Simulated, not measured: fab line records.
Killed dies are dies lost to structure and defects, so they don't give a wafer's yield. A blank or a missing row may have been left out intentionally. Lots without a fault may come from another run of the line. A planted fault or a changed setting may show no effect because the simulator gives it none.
Split-lot study    flow ritCmos    route with 202 steps; 5 lots, 23 wafers read

== ON THE SPLIT ==
At RIT_ACTIVE_CVD_03 (deposits Si3N4 from SiH2Cl2/NH3, target thk 150 nm, time 1500 s), the setting tempC was moved away from the recipe's 810 C on 20 of the 23 wafers read, by -1.1% to +2.6%. All remaining wafers had this setting at the recipe value.

== FROM THE SPLIT TO THE READING: what the file shows between them, 6 steps ==
- RIT_ACTIVE_THK_MEAS_04
- RIT_ACTIVE_COAT_06: resist thk 1000 nm (also split here: spinRpm)
- RIT_ACTIVE_SOFTBAKE_07: time 60 s
- RIT_ACTIVE_EXPOSE_08: exposes mask M1, target cd 1400 nm
- RIT_ACTIVE_DEVELOP_10: develop time 50 s
- RIT_ACTIVE_HARDBAKE_12: time 60 s

== THE READING ==
oesProductAu, in a.u., at RIT_ACTIVE_ETCH_13 (etches Si3N4 in SF6, stops on SiO2, time 210 s, target depth 210 nm). Fault-free wafers of this fab line usually give 0.823 a.u., standard deviation 0.011 a.u.

wafer   tool, chamber at the split  tempC as run, C  against the recipe  oesProductAu, a.u.  against lot-mates on the recipe
L076.1  -, -                        818.8            +1.1%               0.901               no lot-mate on the recipe
L076.2  -, -                        818.8            +1.1%               0.946               no lot-mate on the recipe
L076.3  -, -                        818.8            +1.1%               0.899               no lot-mate on the recipe
L076.4  -, -                        818.8            +1.1%               0.908               no lot-mate on the recipe
L076.6  -, -                        818.8            +1.1%               0.937               no lot-mate on the recipe
L078.2  -, -                        801.1            -1.1%               0.757               no lot-mate on the recipe
L078.3  -, -                        801.1            -1.1%               0.746               no lot-mate on the recipe
L078.4  -, -                        801.1            -1.1%               0.754               no lot-mate on the recipe
L078.5  -, -                        801.1            -1.1%               0.744               no lot-mate on the recipe
L078.6  -, -                        801.1            -1.1%               0.754               no lot-mate on the recipe
L080.2  lpcvd-01, 1                 810              recipe              0.808               -
L080.3  lpcvd-01, 1                 810              recipe              0.819               -
L080.5  lpcvd-01, 1                 810              recipe              0.822               -
L081.1  -, -                        830.8            +2.6%               0.994               no lot-mate on the recipe
L081.2  -, -                        830.8            +2.6%               0.970               no lot-mate on the recipe
L081.3  -, -                        830.8            +2.6%               1.004               no lot-mate on the recipe
L081.5  -, -                        830.8            +2.6%               1.003               no lot-mate on the recipe
L081.6  -, -                        830.8            +2.6%               1.004               no lot-mate on the recipe
L084.1  -, -                        830.9            +2.6%               1.011               no lot-mate on the recipe
L084.2  -, -                        830.9            +2.6%               1.023               no lot-mate on the recipe
L084.3  -, -                        830.9            +2.6%               0.992               no lot-mate on the recipe
L084.4  -, -                        830.9            +2.6%               1.000               no lot-mate on the recipe
L084.5  -, -                        830.9            +2.6%               0.983               no lot-mate on the recipe

FIT RESULTS
A straight line over all 23 wafers: oesProductAu changes by +0.0679 a.u. for each +1% of tempC; r = +0.99; the points scatter about the line by 0.017 a.u.
Too few moved wafers have a lot-mate on the recipe to fit a line with each lot's own level taken away.

== THE WHOLE CHAIN: every reading that the file lists as answering this split, in the file's order ==
step                    what it does                                                         reading                                                                        change (the file's fit)                   r (the file's)
RIT_ACTIVE_CVD_03       deposits Si3N4 from SiH2Cl2/NH3, target thk 150 nm, time 1500 s      Si3N4_of_ACTIVE_CVD_03.thkNm (the simulator's own value, which no gauge read)  +24.8 nm for each +1% of the setting      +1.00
RIT_ACTIVE_THK_MEAS_04                                                                       ACTIVE_NITRIDE_THK                                                             +24.8 for each +1% of the setting         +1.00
RIT_ACTIVE_ETCH_13      etches Si3N4 in SF6, stops on SiO2, time 210 s, target depth 210 nm  oesProductAu                                                                   +0.0679 a.u. for each +1% of the setting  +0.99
RIT_ACTIVE_ETCH_13      etches Si3N4 in SF6, stops on SiO2, time 210 s, target depth 210 nm  ACTIVE.featureDepthNm (the simulator's own value, which no gauge read)         +22.7 nm for each +1% of the setting      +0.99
RIT_ACTIVE_ETCH_13      etches Si3N4 in SF6, stops on SiO2, time 210 s, target depth 210 nm  etch.depthNm (the simulator's own value, which no gauge read)                  +24 nm for each +1% of the setting        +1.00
RIT_M1_PROBE_99                                                                              etest.nmos_0p15.rOnOhmUm (the simulator's own value, which no gauge read)      +163 for each +1% of the setting          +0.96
RIT_M1_PROBE_99                                                                              etest.pmos_0p3.rOnOhmUm (the simulator's own value, which no gauge read)       +438 for each +1% of the setting          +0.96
RIT_M1_PROBE_99                                                                              etest.nldd.rsOhmSq (the simulator's own value, which no gauge read)            +99.8 for each +1% of the setting         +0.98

== FILE'S OWN FIT ==
oesProductAu changes by +0.0679 a.u. for each +1% of tempC, r = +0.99.
